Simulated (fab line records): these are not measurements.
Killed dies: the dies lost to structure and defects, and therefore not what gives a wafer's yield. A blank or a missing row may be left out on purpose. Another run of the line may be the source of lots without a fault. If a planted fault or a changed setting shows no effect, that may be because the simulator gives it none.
Check for tools in common / flow berkeley_cmos170 / 14 lots and 42 wafers in the sample

== WHY THIS WAS OPENED ==
2 of 14 lots carry a flag on the reading V1_TEOS_THK at UCB170_V1_THK_MEAS_01. Fault-free wafers read 1995 nm, with a standard deviation of 23.
Rule: flag the lot when none of its wafers has a number, or when each of its wafers that has one lies beyond 4 standard deviations from that mean. The rest of the lots are taken to be sound.

lot=L356; measured=day 8 16:25; on=film_metro-03; V1_TEOS_THK (nm), wafer by wafer=1992 1994 2024; flag=
lot=L357; measured=day 9 07:33; on=film_metro-01; V1_TEOS_THK (nm), wafer by wafer=1978 2025 2016; flag=
lot=L360; measured=day 9 08:54; on=film_metro-01; V1_TEOS_THK (nm), wafer by wafer=1979 2019 2007; flag=
lot=L359; measured=day 9 10:13; on=film_metro-03; V1_TEOS_THK (nm), wafer by wafer=1984 2021 2012; flag=
lot=L363; measured=day 10 01:25; on=film_metro-01; V1_TEOS_THK (nm), wafer by wafer=1998 1971 1998; flag=
lot=L362; measured=day 10 02:44; on=film_metro-01; V1_TEOS_THK (nm), wafer by wafer=1974 1977 1941; flag=
lot=L361; measured=day 10 02:46; on=film_metro-03; V1_TEOS_THK (nm), wafer by wafer=1996 1996 2003; flag=
lot=L365; measured=day 10 17:42; on=film_metro-01; V1_TEOS_THK (nm), wafer by wafer=1969 2026 1992; flag=
lot=L366; measured=day 10 22:18; on=film_metro-02; V1_TEOS_THK (nm), wafer by wafer=1984 1958 2014; flag=
lot=L367; measured=day 11 01:10; on=film_metro-01; V1_TEOS_THK (nm), wafer by wafer=2011 1990 2025; flag=
lot=L369; measured=day 11 15:00; on=film_metro-03; V1_TEOS_THK (nm), wafer by wafer=1948 2000 1989; flag=
lot=L373; measured=day 12 00:04; on=film_metro-01; V1_TEOS_THK (nm), wafer by wafer=2176 2191 2219; flag=FLAGGED
lot=L375; measured=day 13 03:33; on=film_metro-03; V1_TEOS_THK (nm), wafer by wafer=1966 1963 1989; flag=
lot=L378; measured=day 13 03:33; on=film_metro-02; V1_TEOS_THK (nm), wafer by wafer=2190 2190 2216; flag=FLAGGED
The mean of the flagged lots' numbers is 2197 nm, +202 nm from the usual (+9 standard deviations).

== WHICH TOOL EACH LOT WENT THROUGH ==
The record holds 2 process steps before the reading, out of a route of 331 steps. In each cell: the tool, then ch and the chambers that the sampled wafers went through, then the start.
lot=L356; flag=; UCB170_NSD_STRIP_09=plasma_asher-03 ch 0,1, day 8 05:29; UCB170_V1_CVD_00=pecvd-02 ch 1,2, day 8 16:16
lot=L357; flag=; UCB170_NSD_STRIP_09=plasma_asher-04 ch 0,1, day 8 21:08; UCB170_V1_CVD_00=pecvd-02 ch 0,1,2, day 9 07:24
lot=L360; flag=; UCB170_NSD_STRIP_09=plasma_asher-01 ch 0,1, day 8 21:40; UCB170_V1_CVD_00=pecvd-01 ch 0,2, day 9 08:44
lot=L359; flag=; UCB170_NSD_STRIP_09=plasma_asher-04 ch 0,1, day 8 21:52; UCB170_V1_CVD_00=pecvd-03 ch 0,1,2, day 9 10:04
lot=L363; flag=; UCB170_NSD_STRIP_09=plasma_asher-03 ch 0,1, day 9 14:44; UCB170_V1_CVD_00=pecvd-02 ch 0,1, day 10 01:15
lot=L362; flag=; UCB170_NSD_STRIP_09=plasma_asher-04 ch 0,1, day 9 14:58; UCB170_V1_CVD_00=pecvd-03 ch 0,1,2, day 10 02:35
lot=L361; flag=; UCB170_NSD_STRIP_09=plasma_asher-01 ch 0,1, day 9 15:14; UCB170_V1_CVD_00=pecvd-01 ch 0,1,2, day 10 02:40
lot=L365; flag=; UCB170_NSD_STRIP_09=plasma_asher-01 ch 0,1, day 10 06:05; UCB170_V1_CVD_00=pecvd-03 ch 0,2, day 10 17:31
lot=L366; flag=; UCB170_NSD_STRIP_09=plasma_asher-04 ch 0,1, day 10 12:02; UCB170_V1_CVD_00=pecvd-01 ch 0,1,2, day 10 22:09
lot=L367; flag=; UCB170_NSD_STRIP_09=plasma_asher-04 ch 0,1, day 10 12:46; UCB170_V1_CVD_00=pecvd-02 ch 0,1,2, day 11 01:00
lot=L369; flag=; UCB170_NSD_STRIP_09=plasma_asher-03 ch 0,1, day 11 04:34; UCB170_V1_CVD_00=pecvd-03 ch 1,2, day 11 14:51
lot=L373; flag=FLAGGED; UCB170_NSD_STRIP_09=plasma_asher-01 ch 0,1, day 11 08:34; UCB170_V1_CVD_00=pecvd-03 ch 1,2, day 11 23:54
lot=L375; flag=; UCB170_NSD_STRIP_09=plasma_asher-04 ch 0,1, day 12 11:51; UCB170_V1_CVD_00=pecvd-01 ch 1,2, day 13 03:23
lot=L378; flag=FLAGGED; UCB170_NSD_STRIP_09=plasma_asher-04 ch 0,1, day 12 12:08; UCB170_V1_CVD_00=pecvd-03 ch 0,1, day 13 03:23
What these steps do:
- UCB170_NSD_STRIP_09: strips in O2.
- UCB170_V1_CVD_00: deposits SiO2 from TEOS/O2, target thk 2000 nm, time 250 s.
- UCB170_V1_THK_MEAS_01

== FLAGGED OVER TOTAL, TOOL BY TOOL (the gauges that took the reading come last) ==
step=UCB170_NSD_STRIP_09; tool=plasma_asher-01; lots run=4; flagged=1; share of the flagged lots=some; sound lots run after its first flagged lot=0
step=UCB170_NSD_STRIP_09; tool=plasma_asher-03; lots run=3; flagged=0; share of the flagged lots=none; sound lots run after its first flagged lot=-
step=UCB170_NSD_STRIP_09; tool=plasma_asher-04; lots run=7; flagged=1; share of the flagged lots=some; sound lots run after its first flagged lot=0
step=UCB170_V1_CVD_00; tool=pecvd-01; lots run=4; flagged=0; share of the flagged lots=none; sound lots run after its first flagged lot=-
step=UCB170_V1_CVD_00; tool=pecvd-02; lots run=4; flagged=0; share of the flagged lots=none; sound lots run after its first flagged lot=-
step=UCB170_V1_CVD_00; tool=pecvd-03; lots run=6; flagged=2; share of the flagged lots=all; sound lots run after its first flagged lot=0
step=UCB170_V1_THK_MEAS_01; tool=film_metro-01; lots run=7; flagged=1; share of the flagged lots=some; sound lots run after its first flagged lot=0
step=UCB170_V1_THK_MEAS_01; tool=film_metro-02; lots run=2; flagged=1; share of the flagged lots=some; sound lots run after its first flagged lot=0
step=UCB170_V1_THK_MEAS_01; tool=film_metro-03; lots run=5; flagged=0; share of the flagged lots=none; sound lots run after its first flagged lot=-

== THE TABLE: WHAT IT ALLOWS ==
1 row of the table ran every flagged lot: pecvd-03 at UCB170_V1_CVD_00.
- pecvd-03 at UCB170_V1_CVD_00 ran 6 lots, 2 of them flagged. A fault beginning between L369 (day 11 14:51), its last sound lot, and L373 (day 11 23:54), its first flagged one, fits the data. Its own readings lie more than 4 standard deviations out on every wafer of the flagged lots: rf_fwd_power_W.
What remains is a single tool, pecvd-03 at UCB170_V1_CVD_00.

== WHAT HAD BEEN PUT IN BY THE SIMULATOR ==
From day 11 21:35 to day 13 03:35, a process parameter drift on pecvd-03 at UCB170_V1_CVD_00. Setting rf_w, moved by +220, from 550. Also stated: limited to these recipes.
Struck lots among those shown: L373, L378. Same finding as the rule above.
